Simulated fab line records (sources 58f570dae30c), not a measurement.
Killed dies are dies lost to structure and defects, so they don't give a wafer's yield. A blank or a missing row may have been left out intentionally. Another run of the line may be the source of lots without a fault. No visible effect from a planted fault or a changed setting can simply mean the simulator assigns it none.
fab line records -- flow berkeley-cmos170
record lots=6, wafers=18, last-day=13
route steps=331 shown SILICIDE@215 CONTACT@216
lots untouched by any fault: they come from a run of this same line in which no faults occurred
start-h: hours from the record's first day to the start of the lot's first wafer shown -- wait-h: hours since the lot's step before -- " repeats the value in the row above -- L1.1+2: several wafers, shown together as one row -- - no value, or no start was given -- * or withheld: withheld -- < > ~ a bound
route shown NAME@n: names a module that has steps shown in the file, with the first one's number in the route -- usual: average and standard deviation across the fault-free wafers -- same: alike in all rows -- chamber/n: place in a boat -- sites: the reading at each site -- _std_site: the values' standard deviation -- _edge_site: mean of outer sites minus mean of inner sites -- radius-mm: for every site, how far away it sits from the centre of the wafer -- mask NAME#n: copy n -- behind: the most recent tool/chamber to have shaped the wafer -- hold: why the lot went on hold/how many hours it stayed there/how the hold came to an end -- device: names the non-switching transistor (n, p or np) -- end of line: tests run on the same wafers once the route is complete -- where a step has no rows: the recipe by itself -- killed: dies lost to structure and defects at the first sort, not the wafer's yield -- map: per-die view of a wafer (x killed, . not killed, _ where there is no die)
set.NAME: the setting the step ran with; set.NAME@STEP: the setting that earlier step ran with -- model.NAME: the simulator's own value behind a step, which no gauge read
lots at some steps of the route; a table a step, a row a wafer
services: from which hour (start-h, from the record's first day; less than 0 if before it) a tool's chamber was out of use, for how many hours, and why
## steps
# step UCB170_SILICIDE_WET_ETCH_05
# recipe chemistry=SPM, time-s=45, temp-c=120, target=Ti
# step UCB170_CONTACT_CLEAN_00
# recipe chemistry=SPM, temp-c=120, time-s=600
# step UCB170_CONTACT_CVD_01
# recipe material=PSG, target-thk-nm=700, temp-c=450, precursor=SiH4/O2/PH3, time-s=2820, pressure-mtorr=300, sih4-flow-sccm=60, o2-flow-sccm=90, ph3-flow-sccm=25
# step UCB170_CONTACT_THK_MEAS_02
# recipe reads=PSG_of_CONTACT_CVD_01
# usual CONTACT_PSG_THK=699/6.9
lot.wafer,tool,chamber,start-h,wait-h,CONTACT_PSG_THK[nm]
L248.2,film-metro-02,-,181.59,0.0,715
L248.3,film-metro-02,-,181.59,0.0,706
L248.5,film-metro-02,-,181.59,0.0,709
L255.2,film-metro-02,-,214.85,0.0,709
L255.5,film-metro-02,-,214.85,0.0,713
L255.6,film-metro-02,-,214.85,0.0,708
L257.1,film-metro-03,-,223.16,0.0,696
L257.4,film-metro-03,-,223.16,0.0,698
L257.5,film-metro-03,-,223.16,0.0,697
L259.3,film-metro-03,-,240.06,0.0,702
L259.4,film-metro-03,-,240.06,0.0,700
L259.5,film-metro-03,-,240.06,0.0,700
L261.1,film-metro-04,-,247.68,0.0,699
L261.3,film-metro-04,-,247.68,0.0,696
L261.6,film-metro-04,-,247.68,0.0,700
L268.2,film-metro-03,-,283.67,0.0,695
L268.5,film-metro-03,-,283.67,0.0,692
L268.6,film-metro-03,-,283.67,0.0,694
# step UCB170_CONTACT_HMDS_03
# recipe prime-time-s=60, prime-temp-c=100
# step UCB170_CONTACT_COAT_04
# recipe resist=KrF, spin-rpm=1500, resist-thk-nm=900
# step UCB170_CONTACT_SOFTBAKE_05
# recipe resist=KrF, temp-c=130, time-s=60
# step UCB170_CONTACT_STRIP_06
# recipe chemistry=O2, power-w=400, pressure-mtorr=3500, platen-temp-c=withheld, o2-flow-sccm=400, overash-fraction=0.5
# usual chamber-pressure-mTorr=3500/3.1, drypump-motor-current-A=5.63/0.29, oes-product-au=0.734/0.0047, strip-time-to-endpoint-s=21.97/0.065
# same overash-fraction=0.5
lot.wafer,tool,chamber,start-h,wait-h,chamber-pressure-mTorr,drypump-motor-current-A,oes-product-au,rf-hours-counter-h,strip-time-to-endpoint-s
L248.2,plasma-asher-04,0,182.09,0.1,3500,5.17,0.738,48,22.01
L248.3,plasma-asher-04,0,182.09,0.1,3502,5.20,0.745,-,22.08
L248.5,plasma-asher-04,1,182.09,0.1,3502,5.87,0.739,-,22.10
L255.2,plasma-asher-04,1,215.35,0.1,3502,5.87,0.740,51,21.93
L255.5,plasma-asher-04,1,215.35,0.1,3503,5.86,0.736,-,21.94
L255.6,plasma-asher-04,0,215.35,0.1,3496,5.25,0.731,-,22.00
L257.1,plasma-asher-02,1,223.67,0.1,3500,5.25,0.738,41,21.97
L257.4,plasma-asher-02,1,223.67,0.1,3502,5.24,0.724,-,22.01
L257.5,plasma-asher-02,1,223.67,0.1,3500,5.21,0.740,-,21.95
L259.3,plasma-asher-01,1,240.58,0.1,3501,5.94,0.735,-,21.96
L259.4,plasma-asher-01,0,240.58,0.1,3499,5.90,0.732,-,22.00
L259.5,plasma-asher-01,0,240.58,0.1,3504,5.89,0.724,-,21.98
L261.1,plasma-asher-04,1,248.19,0.1,3499,5.86,0.723,54,22.05
L261.3,plasma-asher-04,0,248.19,0.1,3502,5.22,0.737,-,22.03
L261.6,plasma-asher-04,1,248.19,0.1,3498,5.85,0.739,-,22.02
L268.2,plasma-asher-02,1,284.17,0.1,3501,5.24,0.732,48,21.92
L268.5,plasma-asher-02,0,284.17,0.1,3497,5.59,0.728,-,21.89
L268.6,plasma-asher-02,1,284.17,0.1,3504,5.23,0.736,-,21.98
# step UCB170_CONTACT_CLEAN_07
# recipe chemistry=SPM, temp-c=120, time-s=600
# step UCB170_CONTACT_RTA_08
# recipe temp-c=900, time-s=10, ambient=N2
# usual chamber-o2-ppm=2.006/0.021, wafer_temp_C_max=903.6/0.87
# same lamp-power-pct=22.0
lot.wafer,tool,chamber,start-h,wait-h,chamber-o2-ppm,wafer_temp_C_max
L248.2,rtp-anneal-01,0,182.38,0.0,2.031,902.9
L248.3,rtp-anneal-01,0,182.38,0.0,2.037,902.5
L248.5,rtp-anneal-01,0,182.38,0.0,2.001,902.8
L255.2,rtp-anneal-01,0,215.64,0.0,2.016,903.0
L255.5,rtp-anneal-01,0,215.64,0.0,2.006,903.7
L255.6,rtp-anneal-01,0,215.64,0.0,2.011,903.6
L257.1,rtp-anneal-01,0,223.95,0.0,2.014,904.0
L257.4,rtp-anneal-01,0,223.95,0.0,2.001,903.5
L257.5,rtp-anneal-01,0,223.95,0.0,1.997,903.1
L259.3,rtp-anneal-01,0,240.85,0.0,2.003,903.3
L259.4,rtp-anneal-01,0,240.85,0.0,1.969,903.6
L259.5,rtp-anneal-01,0,240.85,0.0,2.001,903.4
L261.1,rtp-anneal-01,0,250.54,0.0,2.008,903.5
L261.3,rtp-anneal-01,0,250.54,0.0,2.016,902.3
L261.6,rtp-anneal-01,0,250.54,0.0,2.030,903.6
L268.2,rtp-anneal-01,0,284.49,0.0,1.970,903.7
L268.5,rtp-anneal-01,0,284.49,0.0,2.001,902.7
L268.6,rtp-anneal-01,0,284.49,0.0,1.995,903.6
# step UCB170_CONTACT_COAT_09
# recipe resist=BARC, temp-c=withheld, time-s=withheld, spin-rpm=3000, resist-thk-nm=withheld
# step UCB170_CONTACT_COAT_10
# recipe resist=KrF, spin-rpm=1500, resist-thk-nm=900
# step UCB170_CONTACT_SOFTBAKE_11
# recipe resist=KrF, temp-c=130, time-s=60
# usual heater-power-total-W=56.80/0.045, run-length-s=88.98/0.26
lot.wafer,tool,chamber,start-h,wait-h,heater-power-total-W,run-length-s
L248.2,litho-track-04,0,182,-,56.77,89.29
L248.3,litho-track-04,0,182,-,56.72,89.43
L248.5,litho-track-04,0,182,-,56.74,89.44
L255.2,litho-track-01,0,216,-,56.76,88.71
L255.5,litho-track-01,0,216,-,56.77,88.69
L255.6,litho-track-01,0,216,-,56.76,89.16
L257.1,litho-track-02,0,224,-,56.83,88.83
L257.4,litho-track-02,0,224,-,56.83,89.09
L257.5,litho-track-02,0,224,-,56.75,88.75
L259.3,litho-track-01,0,241,-,58.56,83.13
L259.4,litho-track-01,0,241,-,58.51,82.85
L259.5,litho-track-01,0,241,-,58.53,82.70
L261.1,litho-track-01,0,250,-,58.51,82.83
L261.3,litho-track-01,0,250,-,58.50,83.09
L261.6,litho-track-01,0,251,-,58.54,82.68
L268.2,litho-track-04,0,285,-,56.89,89.25
L268.5,litho-track-04,0,285,-,56.74,89.55
L268.6,litho-track-04,0,285,-,56.80,89.52
# step UCB170_CONTACT_EXPOSE_12
# recipe mask-id=CONT, target-cd-nm=700, na=0.5, sigma-outer=0.6, source-shape=conventional, dose-mj=35
## services
tool,chamber,start-h,hours,kind
plasma-asher-01,-,158.69,1.4,repair
plasma-asher-02,-,203.56,1.6,repair
plasma-asher-01,-,218.85,1.7,repair
plasma-asher-04,-,224.19,13.4,repair
plasma-asher-02,-,246.95,1.9,repair
plasma-asher-04,-,248.66,2.8,pm
## key
first-sign step=UCB170_CONTACT_SOFTBAKE_11, reading=heater-power-total-W, direction=up, sigmas=39, usual=56.80, struck=58.53
effect step=UCB170_CONTACT_SOFTBAKE_11, reading=run-length-s, direction=down, sigmas=24, usual=*, struck=*
met-at UCB170_CONTACT_SOFTBAKE_11
struck-wafers L259.3,L259.4,L259.5,L261.1,L261.3,L261.6
sort-left-out L261.1,L261.3,L261.6
tester-left-out L259,L261
loop-trim step=UCB170_CONTACT_EXPOSE_12, setting=dose, lots=L261
onset-between 216 241
fault kind=process-parameter-drift, tool=litho-track-01, chamber=-, onset-h=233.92, steps=UCB170_CONTACT_SOFTBAKE_11, channel=time-s, offset=*, shape=step, end-h=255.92, acts-in=*, stated=*
# tester-left-out: of these lots the tester's yield and bins aren't shown, on N5 and GAA mostly nor the transistor test; their killed dies are dies lost to structure and defects alone, not to doping, threshold or leakage, so they don't give the yield
# sort-left-out: the simulated sort isn't trusted on such a fault, so these wafers' sort isn't shown, and their yield isn't known
# loop-trim: a control loop set the setting to another value than it would have without faults
